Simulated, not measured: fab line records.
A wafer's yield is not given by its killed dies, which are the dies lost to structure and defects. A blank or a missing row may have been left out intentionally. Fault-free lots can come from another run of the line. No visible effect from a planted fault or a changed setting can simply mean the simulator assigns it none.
Chamber matching || flow berkeley cmos170 || UCB170_V1_CMP_02 on cmp-02: 4 sister chambers
The step polishes SiO2. 14 wafers are shown with their chamber, then 7 later ones without.

## WAFERS WITH THEIR CHAMBER
{"wafer": "L107.1", "chamber": 0, "motor current A (A)": 15.3, "platen rpm (rpm)": 60.04, "slurry flow ml min": 150.9}
{"wafer": "L107.3", "chamber": 1, "motor current A (A)": 14.8, "platen rpm (rpm)": 60.04, "slurry flow ml min": 150.5}
{"wafer": "L107.5", "chamber": 0, "motor current A (A)": 14.6, "platen rpm (rpm)": 60.08, "slurry flow ml min": 150.1}
{"wafer": "L115.1", "chamber": 2, "motor current A (A)": 18.1, "platen rpm (rpm)": 60.06, "slurry flow ml min": 150.2}
{"wafer": "L115.2", "chamber": 1, "motor current A (A)": 15.0, "platen rpm (rpm)": 59.98, "slurry flow ml min": 149.9}
{"wafer": "L115.4", "chamber": 0, "motor current A (A)": 15.5, "platen rpm (rpm)": 60.05, "slurry flow ml min": 150.1}
{"wafer": "L118.1", "chamber": 0, "motor current A (A)": 15.6, "platen rpm (rpm)": 60.01, "slurry flow ml min": 149.8}
{"wafer": "L118.2", "chamber": 2, "motor current A (A)": 17.2, "platen rpm (rpm)": 60.03, "slurry flow ml min": 150.2}
{"wafer": "L118.6", "chamber": 1, "motor current A (A)": 14.7, "platen rpm (rpm)": 59.90, "slurry flow ml min": 150.0}
{"wafer": "L123.2", "chamber": 1, "motor current A (A)": 14.2, "platen rpm (rpm)": 60.09, "slurry flow ml min": 149.9}
{"wafer": "L123.3", "chamber": 3, "motor current A (A)": 15.1, "platen rpm (rpm)": 59.92, "slurry flow ml min": 150.2}
{"wafer": "L123.5", "chamber": 0, "motor current A (A)": 16.0, "platen rpm (rpm)": 60.07, "slurry flow ml min": 150.1}
{"wafer": "L122.2", "chamber": 1, "motor current A (A)": 15.4, "platen rpm (rpm)": 60.05, "slurry flow ml min": 150.2}
{"wafer": "L122.4", "chamber": 3, "motor current A (A)": 15.3, "platen rpm (rpm)": 60.02, "slurry flow ml min": 149.2}

SIGNATURES (averages over the wafers above)
{"reading": "motor current A", "chamber 0": 15.400, "chamber 1": 14.820, "chamber 2": 17.650, "chamber 3": 15.200, "scatter within a chamber": 0.475}
{"reading": "platen rpm", "chamber 0": 60.0500, "chamber 1": 60.0120, "chamber 2": 60.0450, "chamber 3": 59.9700, "scatter within a chamber": 0.0551}
{"reading": "slurry flow ml min", "chamber 0": 150.200, "chamber 1": 150.100, "chamber 2": 150.200, "chamber 3": 149.700, "scatter within a chamber": 0.379}
Rule: for each reading, subtract the chamber's mean from the wafer's reading, divide by that reading's scatter and square the result; add these up over the readings and take the root, which gives the wafer's distance from the chamber. The wafer belongs to the nearest chamber; if the next one is less than 2 further off, it can't be placed. The scatter: take each reading less its chamber's mean, square it, sum over the shown wafers, divide by the number of wafers less the number of chambers, and take the root.

## WAFERS MISSING THEIR CHAMBER
{"wafer": "L122.6", "motor current A (A)": 15.1, "platen rpm (rpm)": 60.08, "slurry flow ml min": 150.5}
{"wafer": "L126.2", "motor current A (A)": 14.3, "platen rpm (rpm)": 59.92, "slurry flow ml min": 150.1}
{"wafer": "L126.3", "motor current A (A)": 15.3, "platen rpm (rpm)": 60.02, "slurry flow ml min": 150.0}
{"wafer": "L126.4", "motor current A (A)": 15.9, "platen rpm (rpm)": 59.97, "slurry flow ml min": 149.6}
{"wafer": "L129.3", "motor current A (A)": 17.5, "platen rpm (rpm)": 60.03, "slurry flow ml min": 149.6}
{"wafer": "L129.4", "motor current A (A)": 15.4, "platen rpm (rpm)": 60.04, "slurry flow ml min": 149.9}
{"wafer": "L129.6", "motor current A (A)": 15.3, "platen rpm (rpm)": 59.99, "slurry flow ml min": 150.1}

## EACH ONE'S CHAMBER
{"wafer": "L122.6", "from the rows above": "can't be placed: 0 or 1 or 3", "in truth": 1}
{"wafer": "L126.2", "from the rows above": "can't be placed: 1 or 3 or 0", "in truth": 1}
{"wafer": "L126.3", "from the rows above": "can't be placed: 0 or 1 or 3", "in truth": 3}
{"wafer": "L126.4", "from the rows above": "can't be placed: 3 or 0 or 1", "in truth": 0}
{"wafer": "L129.3", "from the rows above": 2, "in truth": 2}
{"wafer": "L129.4", "from the rows above": "can't be placed: 0 or 1 or 3", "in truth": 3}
{"wafer": "L129.6", "from the rows above": "can't be placed: 1 or 3 or 0", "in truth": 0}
Placed correctly: 1 of 7. Unplaceable from these rows: 6, with the true chamber sitting among the candidates in 6. Wrongly placed: 0.
